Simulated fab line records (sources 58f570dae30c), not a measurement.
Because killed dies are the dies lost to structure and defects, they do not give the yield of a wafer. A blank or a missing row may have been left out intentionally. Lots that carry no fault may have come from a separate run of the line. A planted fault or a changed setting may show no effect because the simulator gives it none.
fab line records | flow berkeley_cmos170 | part 2 of 2: steps 35 to 44 of 44
record: lots: 5 wafers: 15 last_day: 13
route steps=331 shown SCREENOX@102 NVT@104 PVT@115 GATE@125 FIELD@126 PLDD@145
lots that met no fault: taken from a fault-free run of the same line
start_h: hours from the record's opening day to when the first of the lot's shown wafers began | wait_h: hours elapsed since this lot's preceding step | " as in the row above | L1.1+2: one row covering several wafers at once | - no value, or no start was given | * or withheld: withheld | < > ~ a bound
route shown NAME@n: names a module that has steps shown in the file, with the first one's number in the route | usual: mean and standard deviation over wafers with no fault | same: alike in all rows | chamber/n: place in a boat | sites: each site's reading | _std_site: the values' standard deviation | _edge_site: mean of outer sites minus mean of inner sites | radius_mm: for every site, how far away it sits from the centre of the wafer | mask NAME#n: copy n | behind: the most recent tool/chamber to have shaped the wafer | hold: cause of the lot's hold/its duration in hours/its outcome | device: the transistor (n, p or np) that didn't switch | end of line: the tests these same wafers got at the end of their route | a step given without rows: its recipe and nothing more | killed: dies lost to structure and defects at the first sort, not the wafer's yield | map: shows each die of a wafer: x if killed, . if not, _ if none is there
set.NAME: the run value of the setting; set.NAME@STEP: its run value at that earlier step | model.NAME: the simulator's own value behind a step, which no gauge read
lots seen at some steps along the route; tables by step, rows by wafer
services: when a tool's chamber went out of use (start_h, in hours from the record's first day, below 0 if earlier), for how many hours, and the reason
== steps ==
step: UCB170_GATE_PEB_10
recipe: peb_temp_c: 130 peb_time_s: withheld resist: KrF
columns lot.wafer tool chamber start_h wait_h
L081.1+2+5 litho_track-01 0 196.93 0.1
L087.3+4+5 litho_track-01 0 - -
L084.1+3+6 litho_track-04 0 - -
L092.1+2+5 litho_track-04 0 233.21 0.9
L096.1+5+6 litho_track-04 0 259.59 1.0
step: UCB170_GATE_DEVELOP_11
recipe: developer: TMAH develop_time_s: 45 resist: KrF dev_temp_c: 21
columns lot.wafer tool chamber start_h wait_h
L081.1+2+5 litho_track-01 0 - -
L087.3+4+5 litho_track-01 0 - -
L084.1+3+6 litho_track-04 0 - -
L092.1+2+5 litho_track-04 0 - -
L096.1+5+6 litho_track-04 0 - -
step: UCB170_GATE_CD_MEAS_12
recipe: target_cd_nm: 350
usual: cd_nm: 349.8/1.2
columns lot.wafer tool chamber start_h wait_h cd_nm
L081.1 cd_sem-01 - 197.20 - 349.1
L081.2 " - " " 349.5
L081.5 " - " " 348.9
L087.3 cd_sem-02 - 217.28 - 349.4
L087.4 " - " " 349.9
L087.5 " - " " 348.6
L084.1 cd_sem-02 - 218.44 - 351.6
L084.3 " - " " 350.3
L084.6 " - " " 348.7
L092.1 cd_sem-01 - 233.48 - 350.2
L092.2 " - " " 350.9
L092.5 " - " " 351.0
L096.1 cd_sem-01 - 259.92 - 348.8
L096.5 " - " " 348.8
L096.6 " - " " 350.2
step: UCB170_GATE_OVL_MEAS_13
usual: GATE_OVL: -4/5.9
columns lot.wafer tool chamber start_h wait_h GATE_OVL[nm]
L081.1 overlay-02 - 197.32 0.1 6
L081.2 " - " " 4
L081.5 " - " " 4
L087.3 overlay-02 - 217.37 0.1 -9
L087.4 " - " " -20
L087.5 " - " " -6
L084.1 overlay-02 - 218.56 0.1 2
L084.3 " - " " -7
L084.6 " - " " -10
L092.1 overlay-02 - 233.60 0.1 -4
L092.2 " - " " -9
L092.5 " - " " 3
L096.1 overlay-01 - 260.04 0.1 -4
L096.5 " - " " -8
L096.6 " - " " -7
step: UCB170_GATE_ETCH_14
recipe: chemistry: N2/H2 target_depth_a: withheld overetch_a: withheld target: BARC time_s: withheld source_w: 500 bias_w: 100 pressure_mtorr: 30 n2_flow_sccm: 100 h2_flow_sccm: 200
usual: drypump_motor_current_A: 5.9/0.49 oes_product_au: 0.999/0.012 throttle_valve_pct: 13.34/0.11
columns lot.wafer tool chamber start_h wait_h drypump_motor_current_A oes_product_au throttle_valve_pct
L081.1 rie_diel-04 1 197.36 0.0 5.7 0.980 13.27
L081.2 " 0 " " 5.7 1.008 13.21
L081.5 " 3 " " 5.9 0.988 13.32
L087.3 rie_diel-04 3 217.39 0.0 5.9 1.006 13.33
L087.4 " 2 " " 5.8 1.006 13.13
L087.5 " 2 " " 5.7 1.016 13.12
L084.1 rie_diel-03 2 218.59 0.0 5.0 1.005 13.29
L084.3 " 0 " " 5.4 1.001 13.33
L084.6 " 1 " " 6.4 1.005 13.26
L092.1 rie_diel-04 3 233.64 0.0 5.9 0.990 13.33
L092.2 " 2 " " 5.8 1.015 13.13
L092.5 " 0 " " 5.7 1.001 13.20
L096.1 rie_diel-01 0 260.07 0.0 5.6 0.989 13.35
L096.5 " 3 " " 6.4 0.996 13.42
L096.6 " 2 " " 6.1 0.990 13.37
step: UCB170_GATE_ETCH_15
recipe: chemistry: HBr/Cl2 target: poly-Si stop_on: SiO2 over_etch_frac: 0.3 icp_w: 300 bias_w: 150 time_s: 56.3 pressure_mtorr: 15 HBr_flow_sccm: 150 Cl2_flow_sccm: 50 target_depth_a: 2782
usual: drypump_motor_current_A: 5.4/0.44 oes_product_au: 0.827/0.014 throttle_valve_pct: 26.37/0.24
columns lot.wafer tool chamber start_h wait_h drypump_motor_current_A oes_product_au rf_hours_counter_h throttle_valve_pct
L081.1 rie_si-01 0 197.40 - 5.0 0.848 33 26.59
L081.2 " 2 " " 5.6 0.812 1 26.48
L081.5 " 0 " " 5.0 0.854 - 26.59
L087.3 rie_si-02 1 217.44 - 5.2 0.835 1 26.33
L087.4 " 2 " " 4.7 0.816 99 25.86
L087.5 " 2 " " 4.7 0.817 - 25.87
L084.1 rie_si-02 1 218.64 - 5.1 0.844 1 26.32
L084.3 " 2 " " 4.7 0.809 99 25.87
L084.6 " 0 " " 6.2 0.815 - 26.61
L092.1 rie_si-01 0 233.68 - 5.0 0.852 33 26.59
L092.2 " 2 " " 5.6 0.822 1 26.47
L092.5 " 2 " " 5.6 0.818 - 26.46
L096.1 rie_si-01 0 260.11 - 4.9 0.849 33 26.60
L096.5 " 1 " " 5.9 0.825 - 26.53
L096.6 " 0 " " 4.9 0.850 - 26.59
step: UCB170_GATE_STRIP_16
recipe: chemistry: O2 power_w: 400 pressure_mtorr: 3500 platen_temp_c: withheld o2_flow_sccm: 400 overash_fraction: 0.5
usual: drypump_motor_current_A: 5.6/0.34 oes_product_au: 0.724/0.0044
columns lot.wafer tool chamber start_h wait_h drypump_motor_current_A oes_product_au rf_hours_counter_h
L081.1 plasma_asher-01 0 197.45 0.0 5.2 0.721 45
L081.2 " 1 " " 5.7 0.725 45
L081.5 " 0 " " 5.2 0.722 -
L087.3 plasma_asher-03 1 217.52 0.1 5.6 0.721 -
L087.4 " 0 " " 6.3 0.725 -
L087.5 " 0 " " 6.3 0.723 -
L084.1 plasma_asher-03 1 218.68 0.0 5.6 0.723 49
L084.3 " 0 " " 6.3 0.719 -
L084.6 " 0 " " 6.3 0.724 -
L092.1 plasma_asher-03 0 233.73 0.0 6.3 0.728 51
L092.2 " 1 " " 5.6 0.721 51
L092.5 " 1 " " 5.6 0.727 -
L096.1 plasma_asher-04 0 260.16 0.0 5.4 0.729 43
L096.5 " 0 " " 5.3 0.718 -
L096.6 " 1 " " 5.5 0.722 -
step: UCB170_GATE_CD_MEAS_90
recipe: target_cd_nm: 350
usual: cd_nm: 349.7/1.2
columns lot.wafer tool chamber start_h wait_h cd_nm
L081.1 cd_sem-02 - 197.56 0.1 349.2
L081.2 " - " " 349.3
L081.5 " - " " 347.9
L087.3 cd_sem-02 - 217.88 0.3 349.1
L087.4 " - " " 349.6
L087.5 " - " " 348.1
L084.1 cd_sem-01 - 219.16 0.4 351.0
L084.3 " - " " 349.9
L084.6 " - " " 349.5
L092.1 cd_sem-01 - 233.83 0.1 349.9
L092.2 " - " " 351.1
L092.5 " - " " 350.9
L096.1 cd_sem-02 - 260.31 0.1 348.7
L096.5 " - " " 348.2
L096.6 " - " " 350.8
step: UCB170_GATE_CLEAN_17
recipe: chemistry: SPM temp_c: 120 time_s: 600
usual: bath_guard_temp_C: 120.4/0.51
columns lot.wafer tool chamber start_h wait_h bath_guard_temp_C
L081.1 wet_bench-03 0 199.03 1.4 120.4
L081.2 " 0 " " 120.5
L081.5 " 0 " " 120.3
L087.3 wet_bench-02 0 217.96 0.1 119.7
L087.4 " 0 " " 119.9
L087.5 " 0 " " 119.9
L084.1 wet_bench-02 1 219.33 0.1 120.0
L084.3 " 1 " " 120.2
L084.6 " 1 " " 120.0
L092.1 wet_bench-03 3 234.11 0.3 120.7
L092.2 " 3 " " 120.6
L092.5 " 3 " " 120.5
L096.1 wet_bench-02 0 260.43 0.1 119.9
L096.5 " 0 " " 119.9
L096.6 " 0 " " 119.8
step: UCB170_PLDD_HMDS_00
recipe: prime_time_s: 60 prime_temp_c: 100
columns lot.wafer tool chamber start_h wait_h
L081.1+2+5 litho_track-04 0 200.28 1.1
L087.3+4+5 litho_track-04 0 218.84 0.7
L084.1+3+6 litho_track-01 0 220.69 1.2
L092.1+2+5 litho_track-02 0 234.92 0.6
L096.1+5+6 litho_track-04 0 261.49 0.9
== services ==
columns tool chamber start_h hours kind
rie_si-02 1 149.77 1.0 repair
implanter-04 - 151.06 0.6 repair
rie_diel-03 2 164.16 3.0 repair
krf_scanner-01 - 164.40 0.8 repair
implanter-04 - 168.75 22.8 pm
implanter-01 - 172.98 2.2 repair
rie_diel-04 - 174.03 14.6 pm
furnace-04 - 179.19 4.7 pm
krf_scanner-02 - 179.79 0.8 pm
rie_si-02 - 180.28 2.8 pm
plasma_asher-03 - 185.98 2.8 pm
implanter-03 - 188.28 2.5 pm
krf_scanner-02 - 191.57 1.0 pm
krf_scanner-02 - 194.76 1.1 repair
implanter-02 - 205.01 3.5 repair
implanter-04 - 207.15 6.1 repair
rie_diel-04 0 221.25 2.5 repair
implanter-04 - 225.63 26.0 pm
implanter-02 - 238.61 7.0 repair
implanter-02 - 239.46 7.9 repair
implanter-03 - 247.41 4.5 pm
plasma_asher-03 - 247.52 28.1 pm
rie_diel-04 1 249.96 4.0 repair
implanter-01 - 261.43 2.4 repair
